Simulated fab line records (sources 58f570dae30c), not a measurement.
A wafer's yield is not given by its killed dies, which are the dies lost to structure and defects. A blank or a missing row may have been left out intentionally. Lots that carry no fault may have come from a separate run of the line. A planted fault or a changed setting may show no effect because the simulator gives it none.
Struck lot and sound lot, side by side || flow berkeley_cmos170 || 25 steps out of a route of 331
Sound: the wafers L619.4, L619.5, L619.6. Struck: wafer L626.4. The cause comes at the end.
Each step with rows lists, per side, the tool, then ch with its chambers, then its first start. Under that, the readings that differ: sound wafers || struck wafers || difference of the means || sigmas: that difference in standard deviations of wafers without a fault.
alike: readings with means less than 2 such deviations apart, plus words and numbers identical on both sides. not compared: withheld readings, readings lacking a value on some wafer, bounds such as >300 that could conceal the same value, and numbers that have no deviation in the record and whose values overlap.
Wherever a step has rows on one side only, a row that says differs or no value, or a row with sigmas, the two part there. When numbers do not overlap yet have no deviation, they are printed without sigmas and do not part them. Lack of a reading on every wafer of one side parts them only where that side has two or more wafers.

first, 5 steps without rows for these wafers: UCB170_CONTACT_COAT_10 (resist thk 900 nm); UCB170_CONTACT_SOFTBAKE_11 (time 60 s); UCB170_CONTACT_EXPOSE_12 (exposes mask CONT, target cd 700 nm); UCB170_CONTACT_PEB_13; UCB170_CONTACT_DEVELOP_14 (develop time 45 s).
UCB170_CONTACT_CD_MEAS_15: target cd 700 nm.
  sound on cd_sem-02, day 8 15:49; struck on cd_sem-01, day 10 12:45
  alike: cd_nm
UCB170_CONTACT_OVL_MEAS_16:
  sound on overlay-02, day 8 15:53; struck on overlay-01, day 10 12:49
  alike: CONTACT_OVL
UCB170_CONTACT_ETCH_17: etches BARC in N2/H2.
  sound on rie_diel-03 ch 1,2,3, day 8 15:55; struck on rie_diel-02 ch 0, day 10 12:50
  alike: drypump_motor_current_A, oes_product_au, throttle_valve_pct
UCB170_CONTACT_ETCH_18: etches PSG in CHF3/CF4/Ar, stops on TiSi2, target depth 840 nm, time 195 s.
  sound: rie_diel-03 ch 1,2,3; struck: rie_diel-02 ch 0
  alike: CHF3_flow_sccm, drypump_motor_current_A, mfc_ar_sccm, oes_product_au, throttle_valve_pct
  not compared: rf_hours_counter_h
UCB170_CONTACT_STRIP_19: strips in O2.
  sound on plasma_asher-04 ch 0,1, day 8 16:07; struck on plasma_asher-01 ch 0, day 10 13:02
  alike: drypump_motor_current_A, oes_product_au
  not compared: rf_hours_counter_h
UCB170_CONTACT_CD_MEAS_90: target cd 700 nm.
  sound on cd_sem-01, day 8 16:14; struck on cd_sem-01, day 10 13:10
{"reading": "cd_nm (nm)", "sound": "698.9 699.6 699.1", "struck": 702.8, "difference": "+3.6", "sigmas": "+2"}
then, 1 step without rows for these wafers: UCB170_CONTACT_CLEAN_20 (cleans in SPM, time 600 s).
UCB170_M1_SPUTTER_00: material Al, target thk 600 nm, time 80 s.
  sound on pvd_sputter-01, day 8 16:41; struck on pvd_sputter-01, day 10 13:25
{"reading": "model.Al_of_M1_SPUTTER_00.thk_nm (nm)", "sound": "603.6 595 603.4", "struck": 866.2, "difference": "+265.5", "sigmas": ""}
  alike: chamber_pressure_pa, throttle_valve_pct
UCB170_M1_RS_MEAS_01: measurement is done with a four-point probe.
  sound on film_metro-02, day 8 16:49; struck on film_metro-02, day 10 13:50
{"reading": "M1_AL_RS (ohm/sq)", "sound": "0.0483 0.0490 0.0483", "struck": 0.0335, "difference": -0.0150, "sigmas": -29}
  not compared: hold
UCB170_M1_THK_MEAS_02: measures by xrf.
  sound on film_metro-02, day 8 16:54; struck on film_metro-02, day 10 20:50
{"reading": "M1_AL_THK (nm)", "sound": "605 596 602", "struck": 864, "difference": "+263", "sigmas": "+42"}
  not compared: hold
then, 5 steps without rows for these wafers: UCB170_M1_COAT_04 (resist thk 900 nm); UCB170_M1_SOFTBAKE_05 (time 60 s); UCB170_M1_EXPOSE_06 (exposes mask METAL1, target cd 700 nm); UCB170_M1_PEB_07; UCB170_M1_DEVELOP_08 (develop time 45 s).
UCB170_M1_CD_MEAS_09: target cd 700 nm.
  sound on cd_sem-02, day 8 17:50; struck on cd_sem-01, day 11 08:45
  alike: cd_nm
UCB170_M1_OVL_MEAS_10:
  sound on overlay-02, day 8 17:55; struck on overlay-01, day 11 08:50
  alike: M1_OVL
UCB170_M1_ETCH_11: etches BARC in N2/H2.
  sound on rie_diel-01 ch 2,3, day 8 17:56; struck on rie_diel-03 ch 3, day 11 08:50
  alike: drypump_motor_current_A, oes_product_au, throttle_valve_pct
UCB170_M1_METAL_ETCH_12: etches Al in Cl2/BCl3, stops on PSG, target depth 780 nm, time 130 s.
  sound on rie_metal-03 ch 0,1, day 8 18:01; struck on rie_metal-03 ch 1, day 11 08:56
{"reading": "oes_product_au (a.u.)", "sound": "0.887 0.866 0.875", "struck": 1.005, "difference": "+0.129", "sigmas": "+12"}
  alike: drypump_motor_current_A, throttle_valve_pct
  not compared: rf_hours_counter_h
UCB170_M1_STRIP_13: strips in O2.
  sound on plasma_asher-03 ch 0,1, day 8 18:08; struck on plasma_asher-03 ch 0, day 11 09:03
  alike: drypump_motor_current_A, oes_product_au
  not compared: rf_hours_counter_h

## WHERE THEY PART
First at UCB170_CONTACT_CD_MEAS_90; last, within this record, at UCB170_M1_METAL_ETCH_12. Later steps at which nothing parts them and some readings are alike: UCB170_M1_STRIP_13.

WHY: what had been put in by the simulator
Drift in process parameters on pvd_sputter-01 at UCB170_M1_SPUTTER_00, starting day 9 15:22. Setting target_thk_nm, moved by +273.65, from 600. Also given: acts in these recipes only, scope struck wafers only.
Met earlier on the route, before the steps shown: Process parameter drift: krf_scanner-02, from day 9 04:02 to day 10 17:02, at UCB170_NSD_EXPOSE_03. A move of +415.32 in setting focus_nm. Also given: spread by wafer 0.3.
